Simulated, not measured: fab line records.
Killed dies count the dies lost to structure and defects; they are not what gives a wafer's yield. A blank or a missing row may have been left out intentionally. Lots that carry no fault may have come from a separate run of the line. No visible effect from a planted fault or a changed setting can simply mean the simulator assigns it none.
Split-lot experiment | flow berkeley-cmos170 | 23 wafers read from 5 lots, route of 331 steps

== THE SPLIT ==
At UCB170_M2_METAL_ETCH_18 (etches Al in Cl2/BCl3, stops on SiO2, target depth 1170 nm, time 195 s), the setting over-etch-frac was moved away from the recipe's 0.3 on 7 of the 23 wafers read, by -21.1% to +20.7%. All remaining wafers had this setting at the recipe value.

Between the split and the reading, the file records no step.

== THE READING ==
oes-product-au, in a.u., at UCB170_M2_STRIP_19 (strips in O2). A value of 0.546 a.u. with a standard deviation of 0.0092 a.u. is what fault-free wafers of this fab line usually give.

wafer  | tool, chamber at the split | over-etch-frac as run | against the recipe | oes-product-au, a.u. | against lot-mates on the recipe
L074.1 | rie-metal-04, 0            | 0.3                   | recipe             | 0.557                | -
L074.2 | rie-metal-04, 1            | 0.3622                | +20.7%             | 0.522                | -0.034
L074.4 | rie-metal-04, 1            | 0.3622                | +20.7%             | 0.520                | -0.036
L074.5 | rie-metal-04, 0            | 0.3                   | recipe             | 0.556                | -
L074.6 | rie-metal-04, 1            | 0.3622                | +20.7%             | 0.515                | -0.041
L076.1 | rie-metal-02, 1            | 0.3                   | recipe             | 0.549                | -
L076.3 | rie-metal-02, 0            | 0.3339                | +11.3%             | 0.521                | -0.019
L076.4 | rie-metal-02, 1            | 0.3                   | recipe             | 0.537                | -
L076.5 | rie-metal-02, 0            | 0.3339                | +11.3%             | 0.522                | -0.018
L076.6 | rie-metal-02, 1            | 0.3                   | recipe             | 0.533                | -
L082.1 | rie-metal-03, 0            | 0.3                   | recipe             | 0.547                | -
L082.2 | rie-metal-03, 1            | 0.2366                | -21.1%             | 0.588                | +0.041
L082.4 | rie-metal-03, 0            | 0.3                   | recipe             | 0.556                | -
L082.5 | rie-metal-03, 1            | 0.2366                | -21.1%             | 0.599                | +0.052
L082.6 | rie-metal-03, 0            | 0.3                   | recipe             | 0.538                | -
L083.1 | rie-metal-02, 0            | 0.3                   | recipe             | 0.529                | -
L083.5 | rie-metal-02, 1            | 0.3                   | recipe             | 0.535                | -
L083.6 | rie-metal-02, 0            | 0.3                   | recipe             | 0.530                | -
L084.1 | rie-metal-04, 1            | 0.3                   | recipe             | 0.549                | -
L084.2 | rie-metal-04, 0            | 0.3                   | recipe             | 0.553                | -
L084.3 | rie-metal-04, 0            | 0.3                   | recipe             | 0.555                | -
L084.4 | rie-metal-04, 1            | 0.3                   | recipe             | 0.550                | -
L084.6 | rie-metal-04, 1            | 0.3                   | recipe             | 0.537                | -

FIT RESULTS
A straight line over all 23 wafers: oes-product-au changes by -0.00175 a.u. for each +1% of over-etch-frac; r = -0.88; the points scatter about the line by 0.01 a.u.
The same after taking each lot's own level away (the mean of its wafers on the recipe; 23 wafers): -0.00195 a.u. for each +1%; r = -0.96; scatter 0.0057 a.u.
The reading moves by 0.041 a.u. for the largest change in over-etch-frac, on that fit.
The lots' own levels span 0.5313 to 0.5565 a.u., that is 2.7 times the standard deviation above.
So the slope is not independent of the lot-to-lot level: the two fits are not the same.
Check: with one of the wafers moved furthest among these (-21.1%) left out of the fit, the line predicts +0.0429 a.u. for it against its lot-mates. It came out at +0.041 a.u. against them.

== THE OTHER SPLITS THESE WAFERS WENT THROUGH ==
These wafers also went through other splits before the reading. Each is held against what the fit with the lots' levels taken away leaves over:
other split on the same wafers  | wafers away from the commonest value | r with oes-product-au (lot level and that fit taken away)
UCB170_CONTACT_COAT_10 spin-rpm | 5                                    | -0.03
UCB170_V1_CVD_00 time-s         | 5                                    | -0.21
UCB170_M2_EXPOSE_12 dose-mj     | 8                                    | -0.17

== THE WHOLE CHAIN: every reading that the file lists as answering this split, in the file's order ==
step                    | what it does                                                           | reading                                                                   | change (the file's fit)                   | r (the file's)
UCB170_M2_METAL_ETCH_18 | etches Al in Cl2/BCl3, stops on SiO2, target depth 1170 nm, time 195 s | KrF_of_M2_COAT_10.thk-nm (the simulator's own value, which no gauge read) | -1.91 nm for each +1% of the setting      | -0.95
UCB170_M2_STRIP_19      | strips in O2                                                           | oes-product-au                                                            | -0.00195 a.u. for each +1% of the setting | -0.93

== THE FILE'S OWN FIT ==
oes-product-au changes by -0.00195 a.u. for each +1% of over-etch-frac, r = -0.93.
